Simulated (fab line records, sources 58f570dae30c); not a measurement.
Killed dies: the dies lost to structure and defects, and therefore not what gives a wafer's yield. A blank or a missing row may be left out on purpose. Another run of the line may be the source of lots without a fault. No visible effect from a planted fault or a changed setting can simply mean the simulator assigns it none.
Which of the tools did it? | flow berkeley cmos170 | 42 wafers from 14 lots sampled at 7 of the route's 331 steps

WHAT EACH GAUGE READ, for each wafer
UCB170_START_BOW_MEAS_00.
lot  | measured    | on            | INCOMING_BOW (um)
L840 | day 1 10:01 | film metro-03 | -15 -2 1
L841 | day 1 15:02 | film metro-02 | -4 11 -1
L843 | day 2 01:00 | film metro-03 | 3 5 2
L844 | day 2 06:00 | film metro-03 | 8 4 2
L848 | day 3 02:00 | film metro-02 | -7 3 -5
L849 | day 3 07:01 | film metro-04 | 9 -2 11
L851 | day 3 17:00 | film metro-02 | -5 -5 -2
L853 | day 4 03:00 | film metro-04 | -4 -2 -5
L855 | day 4 13:01 | film metro-03 | -5 -5 0
L857 | day 4 23:01 | film metro-02 | 5 -3 8
L859 | day 5 09:02 | film metro-02 | 4 -2 2
L860 | day 5 14:00 | film metro-04 | -5 5 -6
L862 | day 6 00:00 | film metro-04 | -1 6 -2
L863 | day 6 05:00 | film metro-03 | 13 -6 2

UCB170_PFIELD_TW_MEAS_09.
lot  | measured    | on            | PFIELD_TW
L840 | day 3 19:52 | film metro-03 | 605 604 606
L841 | day 4 06:07 | film metro-01 | 608 606 605
L843 | day 5 01:35 | film metro-01 | 609 611 614
L844 | day 5 02:08 | film metro-01 | 610 612 609
L848 | day 5 15:37 | film metro-04 | 603 599 603
L849 | day 6 06:58 | film metro-01 | 613 610 612
L851 | day 6 06:41 | film metro-01 | 614 611 612
L853 | day 6 16:20 | film metro-04 | 601 599 601
L855 | day 6 23:38 | film metro-01 | 613 611 614
L857 | day 7 10:45 | film metro-01 | 608 606 607
L859 | day 8 00:54 | film metro-04 | 598 598 602
L860 | day 8 11:29 | film metro-01 | 610 606 608
L862 | day 8 17:52 | film metro-03 | 597 600 599
L863 | day 8 17:36 | film metro-04 | 601 599 601

UCB170_GATE_OVL_MEAS_13.
lot  | measured     | on         | GATE_OVL (nm)
L840 | day 5 12:35  | overlay-02 | -12 -6 -11
L841 | day 5 18:38  | overlay-02 | 7 6 7
L843 | day 6 17:18  | overlay-02 | -7 2 5
L844 | day 6 17:35  | overlay-01 | 7 8 10
L848 | day 7 01:00  | overlay-01 | -3 1 -10
L849 | day 7 22:55  | overlay-01 | -16 -8 -7
L851 | day 7 23:05  | overlay-02 | -2 2 6
L853 | day 8 13:41  | overlay-02 | 9 9 0
L855 | day 8 19:02  | overlay-01 | -3 6 -7
L857 | day 9 03:05  | overlay-02 | -13 -9 -1
L859 | day 9 21:31  | overlay-01 | -2 4 2
L860 | day 10 03:17 | overlay-01 | -1 -3 0
L862 | day 10 19:11 | overlay-02 | 3 2 -5
L863 | day 10 19:25 | overlay-01 | 3 4 2

UCB170_PSD_TW_MEAS_10.
lot  | measured     | on            | PSD_TW
L840 | day 6 02:05  | film metro-03 | 2342 2354 2343
L841 | day 6 06:40  | film metro-02 | 2357 2352 2349
L843 | day 7 03:16  | film metro-04 | 2320 2322 2328
L844 | day 7 03:37  | film metro-02 | 2373 2353 2379
L848 | day 7 11:19  | film metro-02 | 2364 2369 2361
L849 | day 8 09:31  | film metro-03 | 2152 2159 2149
L851 | day 8 09:48  | film metro-02 | 2365 2357 2373
L853 | day 8 23:25  | film metro-03 | 2150 2169 2151
L855 | day 9 07:22  | film metro-04 | 2324 2318 2331
L857 | day 9 15:08  | film metro-03 | 2317 2323 2317
L859 | day 10 07:45 | film metro-04 | 2317 2318 2320
L860 | day 10 14:38 | film metro-04 | 2317 2323 2316
L862 | day 11 04:02 | film metro-03 | 2316 2327 2325
L863 | day 11 04:17 | film metro-02 | 2325 2326 2333

UCB170_SDANNEAL_RS_MEAS_02: uses a four-point probe to measure.
lot  | measured     | on            | PSD_RS (ohm/sq)
L840 | day 6 07:15  | film metro-04 | 75.4 75.2 75.7
L841 | day 6 10:02  | film metro-04 | 75.7 75.6 75.6
L843 | day 7 06:43  | film metro-04 | 75.2 75.2 75.5
L844 | day 7 06:55  | film metro-03 | 75.5 75.6 75.2
L848 | day 7 14:11  | film metro-04 | 75.5 75.4 75.2
L849 | day 8 13:33  | film metro-02 | 89.4 89.3 89.6
L851 | day 8 13:32  | film metro-04 | 75.2 75.2 74.8
L853 | day 9 05:07  | film metro-03 | 89.9 89.8 90.3
L855 | day 9 12:33  | film metro-04 | 75.6 75.7 75.7
L857 | day 9 17:55  | film metro-03 | 75.4 75.3 75.6
L859 | day 10 11:01 | film metro-02 | 75.3 75.1 75.3
L860 | day 10 17:42 | film metro-02 | 75.2 75.8 75.5
L862 | day 11 11:10 | film metro-04 | 76.0 76.4 75.9
L863 | day 11 11:10 | film metro-02 | 74.8 75.0 74.7

WHAT TOOL EACH LOT RAN ON (gives the tool, then ch and the chambers of the sampled wafers, and finally the start)
lot  | UCB170_PSD_IMPLANT_08           | UCB170_PSD_STRIP_09
L840 | implanter-02 ch 0, day 6 01:50  | plasma asher-04 ch 1, day 6 01:58
L841 | implanter-02 ch 0, day 6 06:26  | plasma asher-02 ch 0,1, day 6 06:34
L843 | implanter-02 ch 0, day 7 03:01  | plasma asher-01 ch 0,1, day 7 03:10
L844 | implanter-02 ch 0, day 7 03:22  | plasma asher-04 ch 0,1, day 7 03:31
L848 | implanter-01 ch 0, day 7 11:04  | plasma asher-02 ch 0,1, day 7 11:13
L849 | implanter-01 ch 0, day 8 09:17  | plasma asher-02 ch 0,1, day 8 09:25
L851 | implanter-02 ch 0, day 8 09:33  | plasma asher-02 ch 0,1, day 8 09:42
L853 | implanter-01 ch 0, day 8 23:10  | plasma asher-01 ch 0,1, day 8 23:19
L855 | implanter-03 ch 0, day 9 07:08  | plasma asher-02 ch 0,1, day 9 07:15
L857 | implanter-03 ch 0, day 9 14:53  | plasma asher-04 ch 0, day 9 15:01
L859 | implanter-03 ch 0, day 10 07:32 | plasma asher-04 ch 0,1, day 10 07:40
L860 | implanter-03 ch 0, day 10 14:23 | plasma asher-02 ch 0,1, day 10 14:32
L862 | implanter-02 ch 0, day 11 03:47 | plasma asher-04 ch 0,1, day 11 03:56
L863 | implanter-03 ch 0, day 11 04:02 | plasma asher-02 ch 0,1, day 11 04:11
- UCB170_PSD_IMPLANT_08
- UCB170_PSD_STRIP_09: strips in O2.

WHAT THE TOOLS THEMSELVES READ (means of the sampled wafers that have a number; where no wafer has one, the mark that the record gives instead)
UCB170_PSD_IMPLANT_08.
lot  | tool         | beam on s (s) | faraday current uA
L840 | implanter-02 | 9.99          | 9275
L841 | implanter-02 | 9.99          | 9248
L843 | implanter-02 | 9.86          | 9387
L844 | implanter-02 | 9.96          | 9299
L848 | implanter-01 | 9.81          | 9415
L849 | implanter-01 | 7.78          | 11872
L851 | implanter-02 | 10.07         | 9220
L853 | implanter-01 | 7.91          | 11743
L855 | implanter-03 | 10.06         | 9226
L857 | implanter-03 | 9.83          | 9424
L859 | implanter-03 | 10.26         | 9031
L860 | implanter-03 | 9.85          | 9387
L862 | implanter-02 | 9.96          | 9272
L863 | implanter-03 | 10.04         | 9239

UCB170_PSD_STRIP_09.
lot  | tool            | drypump motor current A (A) | oes product au (a.u.) | strip time to endpoint s (s)
L840 | plasma asher-04 | 6.1                         | 0.598                 | 29.35
L841 | plasma asher-02 | 5.9                         | 0.600                 | 29.23
L843 | plasma asher-01 | 5.3                         | 0.598                 | 29.46
L844 | plasma asher-04 | 6.2                         | 0.600                 | 29.44
L848 | plasma asher-02 | 5.9                         | 0.599                 | 29.47
L849 | plasma asher-02 | 5.9                         | 0.636                 | 26.83
L851 | plasma asher-02 | 5.9                         | 0.600                 | 29.42
L853 | plasma asher-01 | 5.3                         | 0.636                 | 26.84
L855 | plasma asher-02 | 5.7                         | 0.600                 | 29.29
L857 | plasma asher-04 | 6.4                         | 0.597                 | 29.54
L859 | plasma asher-04 | 6.2                         | 0.603                 | 29.49
L860 | plasma asher-02 | 5.7                         | 0.600                 | 29.34
L862 | plasma asher-04 | 6.3                         | 0.602                 | 29.38
L863 | plasma asher-02 | 5.7                         | 0.601                 | 29.52

THE ANSWER, worked out from the rows above alone
Rule: what is usual is taken from the lots themselves. Put in order of their means at a reading, lots are off if they are a third of the lots or fewer, leave a main group of 4 or more, and stand apart from it by a gap of 3 or more times the standard deviation of the main group's means; of several such gaps the widest counts. Not used: any main group whose means are identical at the precision the tables above print for the reading. Also off: a lot with no number at a reading for which 4 or more lots have one. Where the step has rows for the other lots, those lots are counted as sound. After the gauges, taken in route order, come the tools' own readings; for these a lot's mean is taken, as printed above. The first step at which some lot is off is used, and at that step the reading that is off furthest; a lot without a number counts as furthest.
Off: at UCB170_PSD_TW_MEAS_10 (PSD_TW), L849, L853. The main group has a mean of 2338 with a standard deviation of 19.
If a tool, at a process step before that reading, ran all the lots that are off and no sound lot after the first of them, it fits. Not tried: the gauges at UCB170_PSD_TW_MEAS_10; whatever is off there is also off at UCB170_PSD_IMPLANT_08, on other tools, and gauge error can't account for it. One candidate fits, namely implanter-01 at UCB170_PSD_IMPLANT_08. A fault onset in the window from L848 (day 7 11:04, its last sound lot) to L849 (day 8 09:17, its first lot off) fits.
The tool's own readings at UCB170_PSD_IMPLANT_08 bear it out: on the lots that are off they differ by more than 5 times the standard deviation of the sound lots' means. beam on s reads 7.85 s there against 9.97 s on the sound lots; faraday current uA reads 11808 there against 9285 on the sound lots.

WHAT THE SIMULATOR HAD INSERTED
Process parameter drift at UCB170_PSD_IMPLANT_08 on implanter-01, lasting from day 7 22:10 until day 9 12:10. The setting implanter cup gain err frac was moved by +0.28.
Shown lots that were struck: L849, L853. Same finding as the rule above.
